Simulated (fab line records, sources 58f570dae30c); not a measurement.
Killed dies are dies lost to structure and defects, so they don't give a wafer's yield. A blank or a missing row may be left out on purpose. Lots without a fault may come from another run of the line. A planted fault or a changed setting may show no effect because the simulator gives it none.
Problem report in the 8D (eight disciplines) form, filled by code | flow berkeley_cmos170 | the parts of the form that need people (team, actions taken, sign-off) are left out

1. THE PROBLEM
M3_AL_RS at UCB170_M3_RS_MEAS_02 reads a mean of 0.0394 ohm/sq on 2 wafers of 2 lots; wafers without a fault read 0.0321 ohm/sq with a standard deviation of 0.00035. That is +21 standard deviations from the usual mean.
The step: measures by four-point-probe.
First seen on wafer L717.4, day 9 14:53, on film_metro-01. The record holds 42 wafers of 14 lots with a number at this step. Rule for "out", or "out of limits": more than 4 standard deviations from the usual mean. The other wafers with a number count as sound.

2. WHAT IT IS AND WHAT IT IS NOT
question                    | is               | is not
which readings at this step | M3_AL_RS         | -
which lots                  | L717, L719       | L713, L715, L716, L718, L725, L726, L727, L729, L730, L731, L733, L734
which wafers of those lots  | L717.4, L719.6   | L717.1, L717.5, L719.4, L719.5
read on which gauges        | film_metro-01    | film_metro-02, film_metro-04
when                        | from day 9 14:53 | up to then (14 sound wafers); but 26 sound wafers of L719, L725, L726, L727, L729, L730, L731, L733, L734 came after

3. SUSPECTS, AND WHAT RULES EACH OUT
Counting: a tool at a process step up to the reading stays a suspect if it ran every lot that is out. Sound lots after the first of them don't rule it out here, since some wafers of a struck lot are sound.
- the gauge at UCB170_M3_RS_MEAS_02: ruled out. All the wafers that are out were read on film_metro-01, but those of them that UCB170_M3_METAL_ETCH_18 has rows for are out there too, on other tools.
- pvd_sputter-03 at UCB170_M3_SPUTTER_01 (material Al, target thk 900 nm, time 120 s): kept. It ran every lot that is out, first L717 (day 9 14:48); its last sound lot up to then is L716 (day 9 08:45).
Left after counting: pvd_sputter-03 at UCB170_M3_SPUTTER_01.

4. THE CAUSE (what the simulator had put in)
Process parameter drift: pvd_sputter-03, from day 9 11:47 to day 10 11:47, at UCB170_M3_SPUTTER_01. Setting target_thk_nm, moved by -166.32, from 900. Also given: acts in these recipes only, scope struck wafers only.
Counting left only this tool.

5. THE CHAIN OF EFFECTS, in route order
Each row: a reading whose mean over the struck wafers that have a number lies more than 3 standard deviations from the usual. Only readings for which the record gives a usual standard deviation are gone through. hours: the time from each lot's start at the first step in this table that gives one to its start at this step, as a median over the lots. sigmas: the change in usual standard deviations.
hours | step                    | reading        | usual         | on struck wafers | change  | sigmas
0     | UCB170_M3_RS_MEAS_02    | M3_AL_RS       | 0.0321 ohm/sq | 0.0394           | +0.0074 | +21
0     | UCB170_M3_THK_MEAS_03   | M3_AL_THK      | 877 nm        | 717              | -160    | -18
3     | UCB170_M3_METAL_ETCH_18 | oes_product_au | 0.864 a.u.    | 0.773            | -0.091  | -9.2
The process steps in it:
- UCB170_M3_METAL_ETCH_18: etches Al in Cl2/BCl3, stops on SiO2, target depth 1170 nm, time 195 s.

6. WHAT WOULD HAVE CAUGHT IT SOONER
In this record the first reading out of limits at a measuring or inspecting step was taken at day 9 14:53, 3 hours after the fault began at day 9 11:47.
Of the tool readings at UCB170_M3_SPUTTER_01 for which the record gives a usual standard deviation, none was out on any struck wafer, so an alarm limit of 4 standard deviations on them would not have fired.
Of the lots that are out (2), L719 began UCB170_M3_SPUTTER_01 on pvd_sputter-03 after day 9 14:53. A hold on the tool at that time would have spared it.
